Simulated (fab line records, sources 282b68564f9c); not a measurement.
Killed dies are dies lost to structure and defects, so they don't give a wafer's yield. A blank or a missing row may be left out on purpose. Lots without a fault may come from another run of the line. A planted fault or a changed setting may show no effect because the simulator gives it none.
A struck lot beside a sound one | flow rit_cmos | 15 steps out of a route of 202
Sound: wafers L583.3, L583.5, L583.6. Struck: wafers L602.1, L602.4, L602.6. The cause comes at the end.
At each step with rows: each side's tool, then ch and its chambers, then its first start. Under that, the readings that differ: sound wafers | struck wafers | difference of the means | sigmas: that difference in standard deviations of wafers without a fault.
alike: readings whose means differ by less than 2 such deviations, and words and numbers that are the same on both sides. not compared: withheld readings, readings that some wafer has no value for, bounds like >300 that may hide the same value, and numbers for which the record gives no deviation and whose values overlap.
The two part at a step that has a row with sigmas, a row that says differs or no value, or rows on one side only. Numbers that don't overlap but have no deviation are shown without sigmas and don't part them. A reading that every wafer of one side lacks parts them only if that side has two wafers or more.

first, 2 steps without rows for these wafers: RIT_NWELL_HARDBAKE_07 (time 120 s); RIT_NWELL_IMPLANT_08.
RIT_NWELL_STRIP_09: strips in O2, time 180 s.
  sound on plasma_asher-01 ch 0,1, day 2 02:16; struck on plasma_asher-03 ch 0, day 6 00:47
  alike: drypump_motor_current_A
  not compared: rf_hours_counter_h
RIT_NWELL_TW_MEAS_10:
  sound on film_metro-04, day 2 02:25; struck on film_metro-04, day 6 00:58
  alike: NWELL_TW
then, 6 steps without rows for these wafers: RIT_PWELL_HMDS_00 (prime time 60 s); RIT_PWELL_COAT_01 (resist thk 1300 nm); RIT_PWELL_SOFTBAKE_02 (time 60 s); RIT_PWELL_EXPOSE_03 (exposes mask M3, target cd 43700 nm); RIT_PWELL_PEB_04; RIT_PWELL_DEVELOP_05 (develop time 68 s).
RIT_PWELL_OVL_MEAS_06:
  sound on overlay-01, day 2 03:21; struck on overlay-01, day 6 02:02
  alike: PWELL_OVL
then, 1 step without rows for these wafers: RIT_PWELL_HARDBAKE_07 (time 120 s).
RIT_PWELL_IMPLANT_08:
  sound on implanter-02 ch 0, day 2 03:41; struck on implanter-04 ch 0, day 6 02:19
  reading            | sound             | struck            | difference | sigmas
  tilt_deg (degrees) | 6.995 7.012 6.981 | 4.441 4.429 4.453 | -2.555     | -99 or more
RIT_PWELL_STRIP_09: strips in O2, time 180 s.
  sound on plasma_asher-04 ch 0,1, day 2 03:50; struck on plasma_asher-04 ch 0,1, day 6 02:28
  alike: drypump_motor_current_A
  not compared: rf_hours_counter_h
then, 1 step without rows for these wafers: RIT_M1_PROBE_99.

WHERE THEY PART
Only at RIT_PWELL_IMPLANT_08, within this record. Later steps at which nothing parts them and some readings are alike: RIT_PWELL_STRIP_09.

WHY: what the simulator had put in
Process parameter drift: implanter-04, from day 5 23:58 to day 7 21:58, at RIT_PWELL_IMPLANT_08. Setting tilt_deg, moved by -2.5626, from 7. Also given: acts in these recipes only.
